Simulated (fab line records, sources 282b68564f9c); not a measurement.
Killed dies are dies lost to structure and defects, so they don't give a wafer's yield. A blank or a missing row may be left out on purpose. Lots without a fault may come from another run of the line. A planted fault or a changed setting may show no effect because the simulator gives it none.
Split-lot experiment | flow rit_cmos | 5 lots, 23 wafers read, on a route of 202 steps

THE SPLIT
At RIT_GATE_ETCH_19 (etches poly-Si in SF6/CHF3/O2, stops on SiO2, time 165 s, target depth 312.5 nm), the setting time_s was moved away from the recipe's 165 s on 7 of the 23 wafers read, by -12.8% to -11.9%. The other wafers ran this setting at the recipe's value.

The reading is taken at the split's own step.

THE READING
oes_product_au, in a.u., at RIT_GATE_ETCH_19 (etches poly-Si in SF6/CHF3/O2, stops on SiO2, time 165 s, target depth 312.5 nm). Fault-free wafers of this fab line usually give 0.845 a.u., standard deviation 0.017 a.u..

wafer  | tool, chamber at the split | time_s as run, s | against the recipe | oes_product_au, a.u. | against lot-mates on the recipe
L078.2 | rie_si-01, 3               | 165              | recipe             | 0.821                | -
L078.3 | rie_si-01, 0               | 145.4            | -11.9%             | 0.893                | +0.062
L078.4 | rie_si-01, 2               | 165              | recipe             | 0.845                | -
L078.5 | rie_si-01, 3               | 165              | recipe             | 0.826                | -
L078.6 | rie_si-01, 0               | 145.4            | -11.9%             | 0.905                | +0.074
L080.2 | rie_si-01, 3               | 165              | recipe             | 0.837                | -
L080.4 | rie_si-01, 0               | 165              | recipe             | 0.834                | -
L080.6 | rie_si-01, 3               | 165              | recipe             | 0.833                | -
L082.1 | rie_si-01, 0               | 165              | recipe             | 0.853                | -
L082.2 | rie_si-01, 2               | 144.5            | -12.4%             | 0.947                | +0.088
L082.3 | rie_si-01, 3               | 144.5            | -12.4%             | 0.932                | +0.073
L082.4 | rie_si-01, 1               | 165              | recipe             | 0.884                | -
L082.5 | rie_si-01, 0               | 165              | recipe             | 0.841                | -
L083.1 | rie_si-02, 3               | 165              | recipe             | 0.839                | -
L083.2 | rie_si-02, 1               | 165              | recipe             | 0.857                | -
L083.3 | rie_si-02, 0               | 165              | recipe             | 0.867                | -
L083.4 | rie_si-02, 2               | 165              | recipe             | 0.833                | -
L083.6 | rie_si-02, 2               | 165              | recipe             | 0.831                | -
L084.2 | rie_si-01, 1               | 165              | recipe             | 0.878                | -
L084.3 | rie_si-01, 0               | 143.9            | -12.8%             | 0.916                | +0.037
L084.4 | rie_si-01, 1               | 165              | recipe             | 0.881                | -
L084.5 | rie_si-01, 3               | 143.9            | -12.8%             | 0.924                | +0.045
L084.6 | rie_si-01, 0               | 143.9            | -12.8%             | 0.921                | +0.042

THE FIT
A straight line over all 23 wafers: oes_product_au changes by -0.00584 a.u. for each +1% of time_s; r = -0.88; the points scatter about the line by 0.019 a.u..
The same after taking each lot's own level away (the mean of its wafers on the recipe; 23 wafers): -0.00478 a.u. for each +1%; r = -0.88; scatter 0.015 a.u..
On that fit, the largest move of time_s shifts the reading by 0.061 a.u..
The lots' own levels span 0.8307 to 0.8795 a.u., that is 2.9 times the standard deviation above.
So the lot-to-lot level changes the slope: the two fits differ.
Check: with one of the wafers moved furthest among these (-12.8%) left out of the fit, the line predicts +0.0657 a.u. for it against its lot-mates. It came out at +0.0365 a.u. against them.
Tool readings at the split's step, against how far the setting was moved: oes_product_au r = -0.88.

THE FILE'S OWN FIT
oes_product_au changes by -0.00507 a.u. for each +1% of time_s, r = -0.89.
